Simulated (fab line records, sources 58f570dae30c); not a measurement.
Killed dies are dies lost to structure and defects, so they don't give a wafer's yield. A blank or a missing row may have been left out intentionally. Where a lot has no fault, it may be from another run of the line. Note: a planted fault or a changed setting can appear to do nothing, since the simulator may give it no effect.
Which tool is to blame? :: flow berkeleyCmos170 :: Sampling: 14 lots, 42 wafers, 2 of 331 route steps

## WHAT THE GAUGES SHOWED, per wafer
UCB170_NLDD_TW_MEAS_11. Usual: for NLDD_TW the level is 2208 and the standard deviation is 11.
lot: L197
measured: day 7 03:28
on: filmMetro-02
NLDD_TW: 2226 2210 2228
flag: 

lot: L196
measured: day 7 12:14
on: filmMetro-03
NLDD_TW: 2210 2201 2201
flag: 

lot: L198
measured: day 7 12:20
on: filmMetro-02
NLDD_TW: 2216 2227 2204
flag: 

lot: L200
measured: day 8 09:19
on: filmMetro-03
NLDD_TW: 2207 2202 2194
flag: 

lot: L201
measured: day 9 06:16
on: filmMetro-03
NLDD_TW: 2203 2205 2209
flag: 

lot: L206
measured: day 9 12:32
on: filmMetro-03
NLDD_TW: 30 30 30
flag: OFF

lot: L209
measured: day 10 10:23
on: filmMetro-03
NLDD_TW: 30 30 30
flag: OFF

lot: L210
measured: day 10 19:58
on: filmMetro-01
NLDD_TW: 2205 2192 2210
flag: 

lot: L212
measured: day 11 06:31
on: filmMetro-02
NLDD_TW: 2202 2198 2222
flag: 

lot: L211
measured: day 11 06:42
on: filmMetro-01
NLDD_TW: 2211 2209 2214
flag: 

lot: L216
measured: day 11 19:01
on: filmMetro-03
NLDD_TW: 2214 2214 2208
flag: 

lot: L215
measured: day 11 19:05
on: filmMetro-02
NLDD_TW: 2215 2200 2225
flag: 

lot: L214
measured: day 11 20:16
on: filmMetro-03
NLDD_TW: 2204 2213 2210
flag: 

lot: L218
measured: day 12 02:10
on: filmMetro-03
NLDD_TW: 2202 2203 2199
flag: 

## WHAT TOOL EACH LOT RAN ON (gives the tool, then ch and the chambers of the sampled wafers, and finally the start)
lot: L197
UCB170_NLDD_DEVELOP_05: lithoTrack-02 ch 0, day 7 02:00

lot: L196
UCB170_NLDD_DEVELOP_05: lithoTrack-02 ch 0, day 7 11:00

lot: L198
UCB170_NLDD_DEVELOP_05: lithoTrack-04 ch 0, day 7 11:00

lot: L200
UCB170_NLDD_DEVELOP_05: lithoTrack-03 ch 0, day 8 08:00

lot: L201
UCB170_NLDD_DEVELOP_05: lithoTrack-04 ch 0, day 9 05:00

lot: L206
UCB170_NLDD_DEVELOP_05: lithoTrack-02 ch 0, day 9 11:00

lot: L209
UCB170_NLDD_DEVELOP_05: lithoTrack-02 ch 0, day 10 09:00

lot: L210
UCB170_NLDD_DEVELOP_05: lithoTrack-04 ch 0, day 10 19:00

lot: L212
UCB170_NLDD_DEVELOP_05: lithoTrack-03 ch 0, day 11 05:00

lot: L211
UCB170_NLDD_DEVELOP_05: lithoTrack-04 ch 0, day 11 06:00

lot: L216
UCB170_NLDD_DEVELOP_05: lithoTrack-04 ch 0, day 11 18:00

lot: L215
UCB170_NLDD_DEVELOP_05: lithoTrack-03 ch 0, day 11 18:00

lot: L214
UCB170_NLDD_DEVELOP_05: lithoTrack-04 ch 0, day 11 19:00

lot: L218
UCB170_NLDD_DEVELOP_05: lithoTrack-03 ch 0, day 12 01:00
- UCB170_NLDD_DEVELOP_05: develop time 45 s.

## WHAT THE TOOLS THEMSELVES READ (means of the sampled wafers that have a number; where no wafer has one, the mark that the record gives instead)
The record holds no such reading with a usual standard deviation.

## THE ANSWER, worked out from the rows above alone
Rule: a lot is off if the mean of its wafers that have a number lies more than 3 standard deviations from the usual mean. A lot without any number at a reading at which 4 lots or more have one is off too. Any other lot the step has rows for is counted as sound. First the gauges in route order, then the tools' own readings, where a lot's mean is used as printed above. At the first step where some lot is off, the reading lying furthest off is the one used; lots without a number count as furthest.
Off: at UCB170_NLDD_TW_MEAS_11 (NLDD_TW), L206, L209.
A tool fits if, at a process step before that reading, it ran every lot that is off, and no sound lot after the first of them. Those tools and the gauges at UCB170_NLDD_TW_MEAS_11 are tried in the same way. One candidate fits, namely lithoTrack-02 at UCB170_NLDD_DEVELOP_05. A fault onset in the window from L196 (day 7 11:00, its last sound lot) to L206 (day 9 11:00, its first lot off) fits.

## WHAT THE SIMULATOR PUT IN
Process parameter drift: lithoTrack-02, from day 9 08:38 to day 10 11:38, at UCB170_NLDD_DEVELOP_05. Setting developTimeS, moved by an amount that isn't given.
Lots struck among those shown: L206, L209. Same finding as the rule above.
